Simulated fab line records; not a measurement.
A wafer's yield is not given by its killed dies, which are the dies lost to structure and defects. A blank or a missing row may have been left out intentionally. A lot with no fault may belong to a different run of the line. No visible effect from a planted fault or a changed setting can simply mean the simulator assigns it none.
Which tool is to blame? ; flow berkeley cmos170 ; 42 wafers sampled from 14 lots at 1 step of a route of 331

## WHAT THE GAUGES READ, wafer by wafer
UCB170_START_THK_MEAS_03. Usual: for START_OXIDE_THK the level is 20.0 nm and the standard deviation is 0.34.
lot;measured;on;START_OXIDE_THK (nm);flag
L236;day 1 15:04;film metro-04;20.5 20.0 20.2;
L237;day 1 19:11;film metro-01;20.1 20.5 20.3;
L238;day 2 01:01;film metro-04;19.8 20.0 20.5;
L239;day 2 04:23;film metro-01;20.0 20.0 20.2;
L240;day 2 10:11;film metro-01;19.7 20.0 20.3;
L241;day 2 15:12;film metro-02;20.0 20.0 19.9;
L242;day 2 20:38;film metro-01;20.2 19.9 19.8;
L243;day 3 02:29;film metro-02;20.2 20.0 20.1;
L247;day 3 21:58;film metro-01;19.9 20.1 19.7;
L248;day 4 03:17;film metro-01;20.2 20.4 20.3;
L250;day 4 13:56;film metro-01;19.3 19.4 19.4;
L253;day 5 03:47;film metro-04;19.8 20.0 19.7;
L256;day 5 19:56;film metro-02;20.5 20.5 20.4;
L257;day 6 01:04;film metro-02;19.8 19.5 20.1;

## WHAT TOOL EACH LOT RAN ON (gives the tool, then ch and the chambers of the sampled wafers, and finally the start)
Record: no process step prior to these readings.

## WHAT THE TOOLS THEMSELVES READ (means of the sampled wafers that have a number; where no wafer has one, the mark that the record gives instead)
The record holds no such reading with a usual standard deviation.

## THE ANSWER, worked out from the rows above alone
Rule: lot off if the mean of its wafers having a number is beyond 3 standard deviations from the usual mean. A lot without any number at a reading at which 4 lots or more have one is off too. Any other lot the step has rows for is counted as sound. The gauges are gone through in route order, then the tools' own readings, and for those a lot's mean is taken as printed above. At the first step where some lot is off, the reading lying furthest off is the one used; lots without a number count as furthest.
Across all readings shown, no lot is off: no conclusion can be drawn from this.

## WHAT WAS PUT IN BY THE SIMULATOR
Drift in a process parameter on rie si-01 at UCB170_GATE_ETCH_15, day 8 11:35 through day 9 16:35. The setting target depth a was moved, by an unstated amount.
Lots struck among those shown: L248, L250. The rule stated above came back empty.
